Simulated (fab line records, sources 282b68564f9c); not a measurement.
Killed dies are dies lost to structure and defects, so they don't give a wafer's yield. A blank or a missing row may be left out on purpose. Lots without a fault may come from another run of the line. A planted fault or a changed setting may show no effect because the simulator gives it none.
Which tool did it? | flow rit_cmos | 14 lots, 42 wafers sampled, at 7 steps of a route of 202

WHAT THE GAUGES READ, wafer by wafer
RIT_FOX2_THK_MEAS_01. Usual: FOX2_OXIDE_THK 350 nm, standard deviation 6.2.
lot  | measured    | on            | FOX2_OXIDE_THK (nm) | flag
L214 | day 1 21:20 | film_metro-01 | 348 356 352         |
L215 | day 2 02:36 | film_metro-01 | 352 353 357         |
L216 | day 2 05:25 | film_metro-04 | 352 350 351         |
L217 | day 2 10:56 | film_metro-01 | 346 346 345         |
L221 | day 3 08:00 | film_metro-03 | 346 351 355         |
L222 | day 3 19:17 | film_metro-01 | 346 345 344         |
L223 | day 3 22:07 | film_metro-03 | 342 355 350         |
L224 | day 4 02:41 | film_metro-03 | 351 345 349         |
L227 | day 4 16:22 | film_metro-01 | 343 341 340         |
L228 | day 4 17:32 | film_metro-03 | 357 350 361         |
L232 | day 5 15:40 | film_metro-01 | 358 353 352         |
L235 | day 6 05:22 | film_metro-03 | 346 343 347         |
L236 | day 6 10:51 | film_metro-04 | 266 263 263         | OFF
L237 | day 6 14:06 | film_metro-01 | 268 271 267         | OFF

RIT_FOX2_THK_MEAS_90. Usual: FIELD_OXIDE_LEFT_1_THK 323 nm, standard deviation 6.2.
lot  | measured    | on            | FIELD_OXIDE_LEFT_1_THK (nm) | flag
L214 | day 1 22:12 | film_metro-03 | 321 330 325                 |
L215 | day 2 03:32 | film_metro-04 | 324 326 330                 |
L216 | day 2 06:22 | film_metro-01 | 325 323 324                 |
L217 | day 2 11:54 | film_metro-04 | 319 319 317                 |
L221 | day 3 08:57 | film_metro-01 | 319 324 328                 |
L222 | day 3 20:14 | film_metro-04 | 319 318 317                 |
L223 | day 3 22:59 | film_metro-01 | 315 327 323                 |
L224 | day 4 03:34 | film_metro-01 | 323 317 321                 |
L227 | day 4 17:14 | film_metro-03 | 316 314 314                 |
L228 | day 4 18:25 | film_metro-03 | 329 323 334                 |
L232 | day 5 16:37 | film_metro-03 | 331 326 324                 |
L235 | day 6 06:14 | film_metro-01 | 318 315 319                 |
L236 | day 6 11:44 | film_metro-04 | 239 236 236                 | OFF
L237 | day 6 14:59 | film_metro-01 | 241 244 240                 | OFF

RIT_PWELL_TW_MEAS_10. Usual: PWELL_TW 937, standard deviation 7.3.
lot  | measured    | on            | PWELL_TW    | flag
L214 | day 2 01:34 | film_metro-04 | 941 947 947 |
L215 | day 2 06:46 | film_metro-01 | 925 928 920 |
L216 | day 2 09:35 | film_metro-04 | 947 947 939 |
L217 | day 2 15:13 | film_metro-02 | 934 941 935 |
L221 | day 3 12:03 | film_metro-02 | 944 944 939 |
L222 | day 3 23:35 | film_metro-04 | 944 938 944 |
L223 | day 4 02:22 | film_metro-01 | 923 930 928 |
L224 | day 4 07:08 | film_metro-02 | 943 943 935 |
L227 | day 4 21:07 | film_metro-02 | 940 940 940 |
L228 | day 4 22:17 | film_metro-01 | 929 927 934 |
L232 | day 5 19:43 | film_metro-02 | 941 938 941 |
L235 | day 6 09:53 | film_metro-02 | 945 939 946 |
L236 | day 6 14:54 | film_metro-04 | 943 944 940 |
L237 | day 6 18:12 | film_metro-01 | 927 926 923 |

RIT_FOX2_THK_MEAS_91. Usual: FIELD_OXIDE_LEFT_2_THK 255 nm, standard deviation 6.5.
lot  | measured    | on            | FIELD_OXIDE_LEFT_2_THK (nm) | flag
L214 | day 2 11:02 | film_metro-03 | 253 261 256                 |
L215 | day 2 15:56 | film_metro-04 | 257 258 262                 |
L216 | day 2 18:58 | film_metro-04 | 258 255 256                 |
L217 | day 3 00:41 | film_metro-03 | 251 251 249                 |
L221 | day 4 00:00 | film_metro-03 | 251 257 261                 |
L222 | day 4 08:33 | film_metro-01 | 251 250 248                 |
L223 | day 4 13:23 | film_metro-01 | 247 259 255                 |
L224 | day 4 16:17 | film_metro-03 | 256 250 253                 |
L227 | day 5 06:10 | film_metro-04 | 248 246 245                 |
L228 | day 5 09:36 | film_metro-01 | 262 256 266                 |
L232 | day 6 06:19 | film_metro-03 | 263 258 257                 |
L235 | day 6 19:42 | film_metro-03 | 250 247 251                 |
L236 | day 6 23:50 | film_metro-01 | 170 168 167                 | OFF
L237 | day 7 06:49 | film_metro-03 | 173 175 171                 | OFF

WHICH TOOL RAN EACH LOT (tool, then ch and the chambers of the sampled wafers, then the start)
lot  | RIT_ACTIVE_STRIP_14                 | RIT_FOX2_OXIDATION_00        | RIT_NWELL_STRIP_09
L214 | plasma_asher-03 ch 0,1, day 1 15:04 | furnace-03 ch 0, day 1 19:59 | plasma_asher-02 ch 0,1, day 1 23:37
L215 | plasma_asher-01 ch 0,1, day 1 21:53 | furnace-04 ch 0, day 2 01:16 | plasma_asher-02 ch 0,1, day 2 05:02
L216 | plasma_asher-02 ch 0,1, day 2 01:25 | furnace-04 ch 0, day 2 04:05 | plasma_asher-03 ch 0,1, day 2 07:55
L217 | plasma_asher-02 ch 0,1, day 2 06:47 | furnace-04 ch 0, day 2 09:36 | plasma_asher-03 ch 0,1, day 2 13:26
L221 | plasma_asher-01 ch 1, day 3 01:58   | furnace-03 ch 0, day 3 06:40 | plasma_asher-02 ch 0,1, day 3 10:19
L222 | plasma_asher-02 ch 1, day 3 08:52   | furnace-03 ch 0, day 3 17:58 | plasma_asher-03 ch 0,1, day 3 21:44
L223 | plasma_asher-01 ch 0,1, day 3 12:46 | furnace-03 ch 0, day 3 20:47 | plasma_asher-02 ch 0,1, day 4 00:33
L224 | plasma_asher-01 ch 0,1, day 3 23:02 | furnace-01 ch 0, day 4 01:22 | plasma_asher-02 ch 0,1, day 4 05:04
L227 | plasma_asher-02 ch 0,1, day 4 09:29 | furnace-04 ch 0, day 4 15:03 | plasma_asher-02 ch 0,1, day 4 18:51
L228 | plasma_asher-02 ch 0,1, day 4 13:01 | furnace-03 ch 0, day 4 16:13 | plasma_asher-03 ch 0,1, day 4 20:21
L232 | plasma_asher-01 ch 0,1, day 5 10:21 | furnace-04 ch 0, day 5 14:20 | plasma_asher-04 ch 0,1, day 5 18:01
L235 | plasma_asher-03 ch 0,1, day 6 00:02 | furnace-01 ch 0, day 6 04:03 | plasma_asher-03 ch 0,1, day 6 08:02
L236 | plasma_asher-03 ch 0,1, day 6 05:46 | furnace-03 ch 0, day 6 09:32 | plasma_asher-04 ch 0,1, day 6 13:07
L237 | plasma_asher-02 ch 0,1, day 6 09:50 | furnace-03 ch 0, day 6 12:47 | plasma_asher-02 ch 0,1, day 6 16:29
- RIT_ACTIVE_STRIP_14: strips in O2, time 180 s.
- RIT_FOX2_OXIDATION_00: target thk 350.7 nm, ox time 1130 s.
- RIT_NWELL_STRIP_09: strips in O2, time 180 s.

WHAT THE TOOLS THEMSELVES READ (means of the sampled wafers that have a number; where no wafer has one, the mark that the record gives instead)
RIT_ACTIVE_STRIP_14. Usual: drypump_motor_current_A 5.59 A, standard deviation 0.29.
lot  | tool            | drypump_motor_current_A (A) | flag
L214 | plasma_asher-03 | 5.61                        |
L215 | plasma_asher-01 | 5.72                        |
L216 | plasma_asher-02 | 5.32                        |
L217 | plasma_asher-02 | 5.50                        |
L221 | plasma_asher-01 | 6.04                        |
L222 | plasma_asher-02 | 5.69                        |
L223 | plasma_asher-01 | 5.72                        |
L224 | plasma_asher-01 | 5.89                        |
L227 | plasma_asher-02 | 5.30                        |
L228 | plasma_asher-02 | 5.50                        |
L232 | plasma_asher-01 | 5.90                        |
L235 | plasma_asher-03 | 5.58                        |
L236 | plasma_asher-03 | 5.61                        |
L237 | plasma_asher-02 | 5.53                        |

RIT_FOX2_OXIDATION_00. Usual: ox_temp_c 1100.0 C, standard deviation 0.41; tube_center_temp_C 1100 C, standard deviation 0.089; zone_power_centre_pct 57 %, standard deviation 4.2.
lot  | tool       | ox_temp_c (C) | tube_center_temp_C (C) | zone_power_centre_pct (%) | flag
L214 | furnace-03 | 1100.0        | 1100                   | 53                        |
L215 | furnace-04 | 1099.8        | 1100                   | 61                        |
L216 | furnace-04 | 1099.6        | 1100                   | 62                        |
L217 | furnace-04 | 1100.3        | 1100                   | 61                        |
L221 | furnace-03 | 1099.8        | 1100                   | 52                        |
L222 | furnace-03 | 1100.1        | 1100                   | 53                        |
L223 | furnace-03 | 1100.2        | 1100                   | 53                        |
L224 | furnace-01 | 1100.4        | 1100                   | 54                        |
L227 | furnace-04 | 1100.2        | 1100                   | 61                        |
L228 | furnace-03 | 1100.1        | 1100                   | 53                        |
L232 | furnace-04 | 1100.0        | 1100                   | 61                        |
L235 | furnace-01 | 1099.3        | 1100                   | 53                        |
L236 | furnace-03 | 1099.8        | 1100                   | 52                        |
L237 | furnace-03 | 1100.5        | 1100                   | 52                        |

RIT_NWELL_STRIP_09. Usual: drypump_motor_current_A 5.54 A, standard deviation 0.26.
lot  | tool            | drypump_motor_current_A (A) | flag
L214 | plasma_asher-02 | 5.32                        |
L215 | plasma_asher-02 | 5.51                        |
L216 | plasma_asher-03 | 5.60                        |
L217 | plasma_asher-03 | 5.60                        |
L221 | plasma_asher-02 | 5.47                        |
L222 | plasma_asher-03 | 5.59                        |
L223 | plasma_asher-02 | 5.30                        |
L224 | plasma_asher-02 | 5.29                        |
L227 | plasma_asher-02 | 5.50                        |
L228 | plasma_asher-03 | 5.57                        |
L232 | plasma_asher-04 | 5.85                        |
L235 | plasma_asher-03 | 5.61                        |
L236 | plasma_asher-04 | 5.85                        |
L237 | plasma_asher-02 | 5.49                        |

THE ANSWER, worked out from the rows above alone
Rule: a lot is off if the mean of its wafers that have a number lies more than 3 standard deviations from the usual mean. A lot without any number at a reading at which 4 lots or more have one is off too. The other lots that the step has rows for count as sound. The gauges are gone through in route order, then the tools' own readings, and for those a lot's mean is taken as printed above. The first step at which some lot is off is used, and at that step the reading that is off furthest; a lot without a number counts as furthest.
Off: L236, L237, at RIT_FOX2_THK_MEAS_01 (FOX2_OXIDE_THK).
A tool fits if, at a process step before that reading, it ran every lot that is off, and no sound lot after the first of them. The gauges at RIT_FOX2_THK_MEAS_01 are tried like those tools. One fits: furnace-03 at RIT_FOX2_OXIDATION_00. Its last sound lot is L228 (day 4 16:13), its first lot that is off L236 (day 6 09:32): a fault that began between those two fits.

WHAT THE SIMULATOR HAD PUT IN
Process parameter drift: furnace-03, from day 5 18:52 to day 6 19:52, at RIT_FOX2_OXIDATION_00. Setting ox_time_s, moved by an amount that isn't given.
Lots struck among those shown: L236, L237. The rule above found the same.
